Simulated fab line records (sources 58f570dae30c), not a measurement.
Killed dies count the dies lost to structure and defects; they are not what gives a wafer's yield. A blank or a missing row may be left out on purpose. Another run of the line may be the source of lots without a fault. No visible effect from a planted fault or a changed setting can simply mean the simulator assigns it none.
Struck lot and sound lot, side by side ; flow berkeleyCmos170 ; 27 out of 331 route steps
Sound: these wafers, L609.1, L609.2, L609.4. Wafers struck: L598.3, L598.4, L598.6. The cause is given at the end.
Order at every step that has rows: each side's tool, ch and its chambers, its first start. Under that, the readings that differ: sound wafers ; struck wafers ; difference of the means ; sigmas: that difference in standard deviations of wafers without a fault.
alike: readings with means less than 2 such deviations apart, plus words and numbers identical on both sides. not compared: withheld readings, readings lacking a value on some wafer, bounds such as >300 that could conceal the same value, and numbers that have no deviation in the record and whose values overlap.
The two part at a step that has a row with sigmas, a row that says differs or no value, or rows on one side only. When numbers do not overlap yet have no deviation, they are printed without sigmas and do not part them. A reading that every wafer of one side lacks parts them only if that side has two wafers or more.

first, 1 step without rows for these wafers: UCB170_PSD_IMPLANT_08.
UCB170_PSD_STRIP_09: strips in O2.
  sound on plasmaAsher-02 ch 0,1, day 11 07:52; struck on plasmaAsher-01 ch 0,1, day 8 23:36
  alike: drypumpMotorCurrentA, oesProductAu, stripTimeToEndpointS
  not compared: rfHoursCounterH
UCB170_PSD_TW_MEAS_10:
  sound on filmMetro-03 at day 11 07:58; struck on filmMetro-02 at day 8 23:41
  alike: PSD_TW
then, 7 steps without rows for these wafers: UCB170_PSD_CLEAN_11 (cleans in SPM, time 600 s); UCB170_NSD_HMDS_00 (prime time 60 s); UCB170_NSD_COAT_01 (resist thk 900 nm); UCB170_NSD_SOFTBAKE_02 (time 60 s); UCB170_NSD_EXPOSE_03 (exposes mask NSELECT MOD, target cd 1200 nm); UCB170_NSD_PEB_04; UCB170_NSD_DEVELOP_05 (develop time 45 s).
UCB170_NSD_CD_MEAS_06 targets a cd of 1200 nm.
  sound on cdSem-02 at day 11 13:21; struck on cdSem-01 at day 9 02:23
  alike: cdNm
UCB170_NSD_OVL_MEAS_07:
  sound on overlay-02 at day 11 13:28; struck on overlay-02 at day 9 02:28
  alike: NSD_OVL
UCB170_NSD_IMPLANT_08:
  sound on implanter-03 ch 0, day 11 13:31; struck on implanter-04 ch 0, day 9 02:52
UCB170_NSD_STRIP_09: strips in O2.
  sound on plasmaAsher-02 ch 0,1, day 11 13:40; struck on plasmaAsher-02 ch 0,1, day 9 02:59
reading;sound;struck;difference;sigmas
oesProductAu (a.u.);0.533 0.526 0.535;0.481 0.479 0.483;-0.050;-11
stripTimeToEndpointS (s);35.77 35.80 35.76;42.69 42.80 42.79;+6.98;+99 or more
  alike: drypumpMotorCurrentA
  not compared: rfHoursCounterH
UCB170_NSD_TW_MEAS_10:
  sound on filmMetro-03 at day 11 13:46; struck on filmMetro-03 at day 9 03:06
reading;sound;struck;difference;sigmas
NSD_TW;4126 4123 4114;4353 4336 4322;+216;+7
then, 4 steps without rows for these wafers: UCB170_NSD_CLEAN_11 (cleans in SPM, time 600 s); UCB170_BACKSIDE_HMDS_00 (prime time 60 s); UCB170_BACKSIDE_COAT_01 (resist thk 900 nm); UCB170_BACKSIDE_SOFTBAKE_02 (time 60 s).
UCB170_BACKSIDE_STRIP_03: strips in O2.
  sound on plasmaAsher-03 ch 0,1, day 11 14:32; struck on plasmaAsher-01 ch 0,1, day 9 03:49
  alike: drypumpMotorCurrentA, oesProductAu, stripTimeToEndpointS
  not compared: rfHoursCounterH
then, 1 step without rows for these wafers: UCB170_BACKSIDE_CLEAN_04 (cleans in SPM, time 600 s).
UCB170_SDANNEAL_RTA_00: time 10 s.
  sound on rtpAnneal-01 ch 0, day 11 15:43; struck on rtpAnneal-01 ch 0, day 9 04:07
  alike: lampPowerPct, wafer_temp_C_max
UCB170_SDANNEAL_RTA_01: time 5 s.
  sound on rtpAnneal-01 ch 0, day 11 15:47; struck on rtpAnneal-01 ch 0, day 9 04:11
  alike: lampPowerPct, wafer_temp_C_max
UCB170_SDANNEAL_RS_MEAS_02: the measuring method here is four-point-probe.
  sound on filmMetro-03 at day 11 15:51; struck on filmMetro-02 at day 9 04:16
  alike: PSD_RS
UCB170_SDANNEAL_RS_MEAS_03: the measuring method here is four-point-probe.
  sound on filmMetro-03 at day 11 15:58; struck on filmMetro-02 at day 9 04:23
reading;sound;struck;difference;sigmas
NSD_RS (ohm/sq);37.43 37.47 37.39;30.09 30.14 30.10;-7.32;-61
UCB170_SDANNEAL_RS_MEAS_04: the measuring method here is four-point-probe.
  sound on filmMetro-03 at day 11 16:05; struck on filmMetro-02 at day 9 04:30
  alike: PLDD_RS
UCB170_M3_PROBE_99:
  the record has rows for the sound wafers here (prober-02, day 12 15:47) and none for the struck ones

## WHERE THEY PART
Last at UCB170_M3_PROBE_99 as far as this record goes, first at UCB170_NSD_STRIP_09.

WHY: what the simulator had put in
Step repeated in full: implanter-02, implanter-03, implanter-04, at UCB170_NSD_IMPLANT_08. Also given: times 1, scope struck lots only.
